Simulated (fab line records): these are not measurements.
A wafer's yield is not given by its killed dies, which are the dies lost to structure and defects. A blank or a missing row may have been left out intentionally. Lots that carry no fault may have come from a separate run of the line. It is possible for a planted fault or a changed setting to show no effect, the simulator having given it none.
Which tool did it?	flow berkeley_cmos170	15 lots with 45 wafers sampled at 5 steps, on a route of 331 steps

WHAT THE GAUGES SHOWED, per wafer
UCB170_GATE_THK_MEAS_05.
lot	measured	on	GATE_POLY_THK (nm)
L217	day 7 11:30	film_metro-03	210.1 211.0 210.1
L222	day 8 00:38	film_metro-01	213.1 215.8 214.5
L220	day 8 00:41	film_metro-01	214.1 215.1 212.5
L223	day 8 15:50	film_metro-03	211.8 211.7 209.3
L226	day 8 23:24	film_metro-03	217.3 217.8 217.7
L225	day 8 23:24	film_metro-04	215.9 216.2 216.3
L227	day 9 10:08	film_metro-04	214.1 215.1 214.3
L228	day 9 19:59	film_metro-03	214.9 214.1 214.7
L231	day 10 08:34	film_metro-03	211.5 210.4 211.8
L232	day 10 08:34	film_metro-01	213.3 214.7 214.6
L236	day 11 13:28	film_metro-03	213.6 213.1 214.3
L237	day 11 13:28	film_metro-04	211.6 211.4 212.6
L238	day 11 13:28	film_metro-01	210.1 211.6 210.2
L240	day 11 17:04	film_metro-04	215.0 215.8 214.0
L239	day 11 17:03	film_metro-03	212.6 213.3 214.8

UCB170_SDANNEAL_RS_MEAS_05: measures by four-point-probe.
lot	measured	on	NLDD_RS (ohm/sq)
L217	day 8 06:07	film_metro-01	617.2 618.4 618.5
L222	day 8 20:18	film_metro-01	619.8 619.0 618.6
L220	day 8 21:20	film_metro-04	615.4 614.4 614.7
L223	day 9 15:30	film_metro-02	613.6 616.3 614.8
L226	day 9 21:10	film_metro-02	614.6 613.6 615.2
L225	day 9 21:34	film_metro-01	616.6 616.4 617.0
L227	day 10 02:30	film_metro-04	615.7 617.0 616.2
L228	day 10 15:00	film_metro-01	618.4 619.0 621.1
L231	day 11 01:13	film_metro-02	618.3 618.6 617.5
L232	day 11 01:35	film_metro-04	615.1 612.5 615.8
L236	day 12 10:44	film_metro-01	616.3 618.7 617.9
L237	day 12 13:52	film_metro-01	630.6 630.3 629.8
L238	day 12 11:18	film_metro-04	614.4 614.1 615.8
L240	day 12 13:54	film_metro-04	627.0 627.4 626.1
L239	day 12 11:18	film_metro-02	626.4 628.2 628.1

WHAT TOOL EACH LOT RAN ON (gives the tool, then ch and the chambers of the sampled wafers, and finally the start)
lot	UCB170_PFIELD_STRIP_08	UCB170_NLDD_IMPLANT_09	UCB170_BACKSIDE_STRIP_03
L217	plasma_asher-02 ch 0,1, day 5 12:02	implanter-03 ch 0, day 7 17:49	plasma_asher-03 ch 0,1, day 8 05:21
L222	plasma_asher-03 ch 0,1, day 5 22:17	implanter-03 ch 0, day 8 05:14	plasma_asher-01 ch 0,1, day 8 19:31
L220	plasma_asher-02 ch 0,1, day 5 22:34	implanter-01 ch 0, day 8 06:42	plasma_asher-03 ch 0,1, day 8 20:30
L223	plasma_asher-02 ch 0,1, day 6 10:40	implanter-03 ch 0, day 9 00:46	plasma_asher-02 ch 0,1, day 9 14:44
L226	plasma_asher-03 ch 0,1, day 6 20:50	implanter-01 ch 0, day 9 05:59	plasma_asher-03 ch 0,1, day 9 20:16
L225	plasma_asher-02 ch 0,1, day 6 21:04	implanter-03 ch 0, day 9 06:11	plasma_asher-01 ch 0,1, day 9 20:49
L227	plasma_asher-03 ch 0, day 7 03:43	implanter-01 ch 0, day 9 15:42	plasma_asher-01 ch 0,1, day 10 01:43
L228	plasma_asher-01 ch 0,1, day 7 18:15	implanter-03 ch 0, day 10 02:52	plasma_asher-02 ch 0,1, day 10 14:14
L231	plasma_asher-03 ch 0,1, day 8 04:32	implanter-03 ch 0, day 10 15:26	plasma_asher-01 ch 0,1, day 11 00:26
L232	plasma_asher-02 ch 0,1, day 8 04:41	implanter-01 ch 0, day 10 14:42	plasma_asher-03 ch 0,1, day 11 00:48
L236	plasma_asher-03 ch 0,1, day 9 07:15	implanter-01 ch 0, day 11 21:35	plasma_asher-02 ch 0, day 12 09:50
L237	plasma_asher-01 ch 0,1, day 9 07:22	implanter-01 ch 0, day 11 21:53	plasma_asher-01 ch 0,1, day 12 13:06
L238	plasma_asher-03 ch 0,1, day 9 07:39	implanter-01 ch 0, day 11 20:32	plasma_asher-03 ch 0,1, day 12 10:05
L240	plasma_asher-02 ch 0,1, day 9 19:29	implanter-01 ch 0, day 12 00:11	plasma_asher-03 ch 0,1, day 12 13:08
L239	plasma_asher-01 ch 0,1, day 9 19:44	implanter-01 ch 0, day 11 23:35	plasma_asher-01 ch 0,1, day 12 10:17
- UCB170_PFIELD_STRIP_08: strips in O2.
- UCB170_NLDD_IMPLANT_09
- UCB170_BACKSIDE_STRIP_03: strips in O2.

AS READ BY THE TOOLS THEMSELVES (means over the sampled wafers that have a number; for cases with no such wafer, the mark the record gives instead)
UCB170_PFIELD_STRIP_08.
lot	tool	drypump_motor_current_A (A)	o2_flow_sccm (sccm)	oes_product_au (a.u.)	strip_time_to_endpoint_s (s)
L217	plasma_asher-02	5.74	400.3	0.732	21.65
L222	plasma_asher-03	5.77	401.1	0.733	21.59
L220	plasma_asher-02	5.73	399.5	0.735	21.57
L223	plasma_asher-02	5.72	401.3	0.735	21.57
L226	plasma_asher-03	5.79	400.6	0.734	21.53
L225	plasma_asher-02	5.73	400.8	0.729	21.56
L227	plasma_asher-03	6.12	400.1	0.735	21.64
L228	plasma_asher-01	6.10	400.5	0.738	21.54
L231	plasma_asher-03	5.80	399.3	0.736	21.68
L232	plasma_asher-02	5.72	399.2	0.731	21.56
L236	plasma_asher-03	5.77	401.2	0.733	21.59
L237	plasma_asher-01	5.92	399.9	0.729	21.56
L238	plasma_asher-03	5.79	398.2	0.733	21.63
L240	plasma_asher-02	5.72	400.4	0.736	21.64
L239	plasma_asher-01	6.11	400.6	0.736	21.52

UCB170_NLDD_IMPLANT_09.
lot	tool	beam_energy_keV
L217	implanter-03	30.003
L222	implanter-03	30.010
L220	implanter-01	30.008
L223	implanter-03	30.000
L226	implanter-01	30.005
L225	implanter-03	30.013
L227	implanter-01	29.982
L228	implanter-03	29.996
L231	implanter-03	30.018
L232	implanter-01	29.997
L236	implanter-01	29.996
L237	implanter-01	30.008
L238	implanter-01	30.001
L240	implanter-01	30.005
L239	implanter-01	29.996

UCB170_BACKSIDE_STRIP_03.
lot	tool	drypump_motor_current_A (A)	o2_flow_sccm (sccm)	oes_product_au (a.u.)	strip_time_to_endpoint_s (s)
L217	plasma_asher-03	5.78	400.1	0.737	21.88
L222	plasma_asher-01	6.11	400.6	0.730	22.01
L220	plasma_asher-03	5.79	400.1	0.735	21.96
L223	plasma_asher-02	5.73	400.1	0.733	21.95
L226	plasma_asher-03	5.96	399.5	0.734	21.87
L225	plasma_asher-01	6.11	400.2	0.732	21.91
L227	plasma_asher-01	6.13	399.3	0.734	21.96
L228	plasma_asher-02	5.73	398.1	0.731	22.00
L231	plasma_asher-01	5.93	398.5	0.732	22.05
L232	plasma_asher-03	5.99	400.9	0.738	21.92
L236	plasma_asher-02	5.71	400.4	0.734	22.00
L237	plasma_asher-01	5.91	401.2	0.737	21.95
L238	plasma_asher-03	5.98	400.1	0.736	21.96
L240	plasma_asher-03	5.79	400.6	0.733	22.00
L239	plasma_asher-01	6.13	399.9	0.740	21.88

THE ANSWER, worked out from the rows above alone
Rule: usual is defined by the lots themselves. The widest of any qualifying gaps counts: lots, ordered by their means at a reading, are off when they make up no more than a third of the lots, leave a main group of 4 or more, and stand apart from it by 3 or more times the standard deviation of that group's means. Not used: any main group whose means are identical at the precision the tables above print for the reading. A lot without any number at a reading at which 4 lots or more have one is off too. All remaining lots with rows at the step are treated as sound. The gauges are gone through in route order, then the tools' own readings, and for those a lot's mean is taken as printed above. At the first step where some lot is off, the reading lying furthest off is the one used; lots without a number count as furthest.
Off: at UCB170_SDANNEAL_RS_MEAS_05 (NLDD_RS), L237, L240, L239. The main group: mean 616.6 ohm/sq, standard deviation 1.8.
If a tool, at a process step before that reading, ran all the lots that are off and no sound lot after the first of them, it fits. Gauges at UCB170_SDANNEAL_RS_MEAS_05: tried the same way as those tools. One candidate fits, namely implanter-01 at UCB170_NLDD_IMPLANT_09. A fault onset in the window from L236 (day 11 21:35, its last sound lot) to L237 (day 11 21:53, its first lot off) fits.

WHAT HAD BEEN PUT IN BY THE SIMULATOR
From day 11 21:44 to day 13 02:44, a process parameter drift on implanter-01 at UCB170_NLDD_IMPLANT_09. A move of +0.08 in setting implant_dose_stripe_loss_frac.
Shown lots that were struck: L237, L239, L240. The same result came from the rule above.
